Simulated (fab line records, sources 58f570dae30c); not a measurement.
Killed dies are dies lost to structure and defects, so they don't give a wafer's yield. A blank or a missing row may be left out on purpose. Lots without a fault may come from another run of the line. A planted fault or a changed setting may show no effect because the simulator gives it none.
A struck lot beside a sound one | flow berkeley_cmos170 | 15 steps out of a route of 331
Sound: wafers L503.1, L503.2, L503.5. Struck: wafers L507.1, L507.2, L507.5. The cause comes at the end.
At each step with rows: each side's tool, then ch and its chambers, then its first start. Under that, the readings that differ: sound wafers | struck wafers | difference of the means | sigmas: that difference in standard deviations of wafers without a fault.
alike: readings whose means differ by less than 2 such deviations, and words and numbers that are the same on both sides. not compared: withheld readings, readings that some wafer has no value for, bounds like >300 that may hide the same value, and numbers for which the record gives no deviation and whose values overlap.
The two part at a step that has a row with sigmas, a row that says differs or no value, or rows on one side only. Numbers that don't overlap but have no deviation are shown without sigmas and don't part them. A reading that every wafer of one side lacks parts them only if that side has two wafers or more.

first, 7 steps without rows for these wafers: UCB170_SCREENOX_ANNEAL_03 (time 900 s); UCB170_NVT_HMDS_00 (prime time 60 s); UCB170_NVT_COAT_01 (resist thk 900 nm); UCB170_NVT_SOFTBAKE_02 (time 60 s); UCB170_NVT_EXPOSE_03 (exposes mask PWELL, target cd 3000 nm); UCB170_NVT_PEB_04; UCB170_NVT_DEVELOP_05 (develop time 46.23 s).
UCB170_NVT_OVL_MEAS_06:
  sound on overlay-02, day 8 21:25; struck on overlay-01, day 9 19:46
  reading      | sound  | struck   | difference | sigmas
  NVT_OVL (nm) | 13 8 5 | -7 -2 -2 | -12        | -3
then, 1 step without rows for these wafers: UCB170_NVT_IMPLANT_07.
UCB170_NVT_STRIP_08: strips in O2.
  sound on plasma_asher-04 ch 0,1, day 8 21:37; struck on plasma_asher-02 ch 0,1, day 9 19:57
  alike: drypump_motor_current_A, oes_product_au, strip_time_to_endpoint_s
  not compared: rf_hours_counter_h
UCB170_NVT_TW_MEAS_09:
  sound on film_metro-04, day 8 21:43; struck on film_metro-02, day 9 20:03
  alike: NVT_TW
then, 1 step without rows for these wafers: UCB170_NVT_CLEAN_10 (cleans in SPM, time 600 s).
UCB170_PVT_HMDS_00: prime time 60 s.
  sound on litho_track-04 ch 0, day 9 00:16; struck on litho_track-01 ch 0, day 9 20:28
  reading          | sound               | struck               | difference | sigmas
  prime_temp_c (C) | 100.11 100.06 99.99 | 101.93 102.18 102.07 | +2.01      | +13
  alike: exhaust_pa
then, 1 step without rows for these wafers: UCB170_PVT_COAT_01 (resist thk 900 nm).
UCB170_M3_PROBE_99:
  the record has rows for the sound wafers here (prober-01, day 11 05:48) and none for the struck ones

WHERE THEY PART
First at UCB170_NVT_OVL_MEAS_06; last, within this record, at UCB170_M3_PROBE_99.

WHY: what the simulator had put in
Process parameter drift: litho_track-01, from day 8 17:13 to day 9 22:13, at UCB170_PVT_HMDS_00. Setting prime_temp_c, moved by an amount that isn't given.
